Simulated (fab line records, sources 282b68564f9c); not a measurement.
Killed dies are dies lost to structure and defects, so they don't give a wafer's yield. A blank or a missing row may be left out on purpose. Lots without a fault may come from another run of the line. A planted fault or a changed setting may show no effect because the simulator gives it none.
Which tool did it? | flow rit_cmos | 7 lots, 21 wafers sampled, at 3 steps of a route of 202

WHAT THE GAUGES READ, wafer by wafer
RIT_NSD_OVL_MEAS_06.
lot  | measured    | on         | NSD_OVL (nm)
L856 | day 3 04:43 | overlay-02 | 0.2 0.7 -2.1
L861 | day 4 05:07 | overlay-01 | 1.4 2.5 0.7
L864 | day 4 19:31 | overlay-02 | 1.2 1.1 3.5
L867 | day 5 12:14 | overlay-01 | 2.7 0.2 -1.9
L870 | day 6 01:13 | overlay-01 | 0.5 0.1 0.3
L876 | day 7 08:14 | overlay-02 | 0.9 0.9 0.1
L878 | day 7 19:16 | overlay-02 | -0.4 1.1 -0.1

WHICH TOOL RAN EACH LOT (tool, then ch and the chambers of the sampled wafers, then the start)
lot  | RIT_ACTIVE_ETCH_13                | RIT_NRETRO_STRIP_09
L856 | rie_diel-04 ch 1,2, day 1 19:50   | plasma_asher-04 ch 0,1, day 2 11:18
L861 | rie_diel-04 ch 1,2,3, day 2 20:43 | plasma_asher-02 ch 0,1, day 3 12:06
L864 | rie_diel-03 ch 1,3, day 3 11:43   | plasma_asher-02 ch 0,1, day 4 02:15
L867 | rie_diel-04 ch 0,3, day 4 02:43   | plasma_asher-02 ch 0,1, day 4 17:18
L870 | rie_diel-01 ch 0,1, day 4 17:50   | plasma_asher-01 ch 0,1, day 5 08:18
L876 | rie_diel-01 ch 0,2, day 5 23:43   | plasma_asher-04 ch 0,1, day 6 15:01
L878 | rie_diel-04 ch 0,1,2, day 6 09:50 | plasma_asher-01 ch 0,1, day 7 00:21
- RIT_ACTIVE_ETCH_13: etches Si3N4 in SF6, stops on SiO2, time 210 s, target depth 210 nm.
- RIT_NRETRO_STRIP_09: strips in O2, time 180 s.

THE ANSWER, worked out from the rows above alone
Rule: what is usual is taken from the lots themselves. Put in order of their means at a reading, lots are off if they are a third of the lots or fewer, leave a main group of 4 or more, and stand apart from it by a gap of 3 or more times the standard deviation of the main group's means; of several such gaps the widest counts. A main group whose means are all the same, to the digits that the tables above print for the reading, isn't used. A lot without any number at a reading at which 4 lots or more have one is off too. The other lots that the step has rows for count as sound.
No lot is off at any reading shown: from this, nothing can be told.

WHAT THE SIMULATOR HAD PUT IN
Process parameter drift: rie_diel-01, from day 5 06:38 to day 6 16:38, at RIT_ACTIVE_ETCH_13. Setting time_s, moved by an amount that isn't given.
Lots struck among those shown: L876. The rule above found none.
